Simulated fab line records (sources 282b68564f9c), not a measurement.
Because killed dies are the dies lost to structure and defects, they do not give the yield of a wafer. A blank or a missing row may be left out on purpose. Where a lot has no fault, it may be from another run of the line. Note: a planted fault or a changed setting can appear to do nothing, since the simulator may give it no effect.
Comparing a struck lot with a sound one || flow rit cmos || 16 steps out of a route of 202
Sound: wafers L118.2, L118.4, L118.6. The struck wafers were L127.2, L127.4, L127.5. At the end, the cause is stated.
At each step with rows: each side's tool, then ch and its chambers, then its first start. Under that, the readings that differ: sound wafers || struck wafers || difference of the means || sigmas: that difference in standard deviations of wafers without a fault.
alike: words and numbers the same on both sides, and readings whose means are apart by under 2 such deviations; not compared: readings that were withheld, readings missing a value for some wafer, numbers with overlapping values and no deviation given by the record, and bounds like >300 which may hide the same value.
A row with sigmas, a row that says differs or no value, or rows on one side alone: a step with any of these is where the two part. When numbers do not overlap yet have no deviation, they are printed without sigmas and do not part them. Lack of a reading on every wafer of one side parts them only where that side has two or more wafers.

RIT_PWELL_TW_MEAS_10:
  sound on film metro-03, day 3 13:16; struck on film metro-03, day 5 18:18
  alike: PWELL_TW
then, 1 step without rows for these wafers: RIT_WELLDRIVE_ANNEAL_00 (time 14700 s).
RIT_WELLDRIVE_RS_MEAS_01: a four-point-probe measurement.
  sound on film metro-03, day 3 20:25; struck on film metro-01, day 6 03:40
{"reading": "NWELL_RS (ohm/sq)", "sound": "276.6 277.0 276.7", "struck": "273.2 273.6 274.3", "difference": -3.1, "sigmas": -4}
RIT_WELLDRIVE_RS_MEAS_02: a four-point-probe measurement.
  sound on film metro-03, day 3 20:32; struck on film metro-01, day 6 03:47
  alike: PWELL_RS
then, 6 steps without rows for these wafers: RIT_NRETRO_HMDS_00 (prime time 60 s); RIT_NRETRO_COAT_01 (resist thk 1300 nm); RIT_NRETRO_SOFTBAKE_02 (time 60 s); RIT_NRETRO_EXPOSE_03 (exposes mask M4, target cd 43900 nm); RIT_NRETRO_PEB_04; RIT_NRETRO_DEVELOP_05 (develop time 68 s).
RIT_NRETRO_OVL_MEAS_06:
  sound on overlay-02, day 3 21:37; struck on overlay-01, day 6 04:54
  alike: NRETRO_OVL
then, 1 step without rows for these wafers: RIT_NRETRO_HARDBAKE_07 (time 120 s).
RIT_NRETRO_IMPLANT_08:
  sound on implanter-03 ch 0, day 3 21:56; struck on implanter-02 ch 0, day 6 05:31
  alike: faraday current uA
RIT_NRETRO_STRIP_09: strips in O2, time 180 s.
  sound on plasma asher-03 ch 0,1, day 3 22:03; struck on plasma asher-03 ch 0,1, day 6 05:38
  alike: drypump motor current A
  not compared: rf hours counter h
RIT_NRETRO_TW_MEAS_10:
  sound on film metro-01, day 3 22:14; struck on film metro-01, day 6 06:03
{"reading": "NRETRO_TW", "sound": "1063 1063 1059", "struck": "1334 1333 1341", "difference": "+274", "sigmas": "+49"}
RIT_M1_PROBE_99:
  rows exist in the record for the sound wafers here (prober-01, day 5 11:13), none for the struck ones

WHERE THEY PART
Last at RIT_M1_PROBE_99 as far as this record goes, first at RIT_WELLDRIVE_RS_MEAS_01.

WHY: what the simulator had put in
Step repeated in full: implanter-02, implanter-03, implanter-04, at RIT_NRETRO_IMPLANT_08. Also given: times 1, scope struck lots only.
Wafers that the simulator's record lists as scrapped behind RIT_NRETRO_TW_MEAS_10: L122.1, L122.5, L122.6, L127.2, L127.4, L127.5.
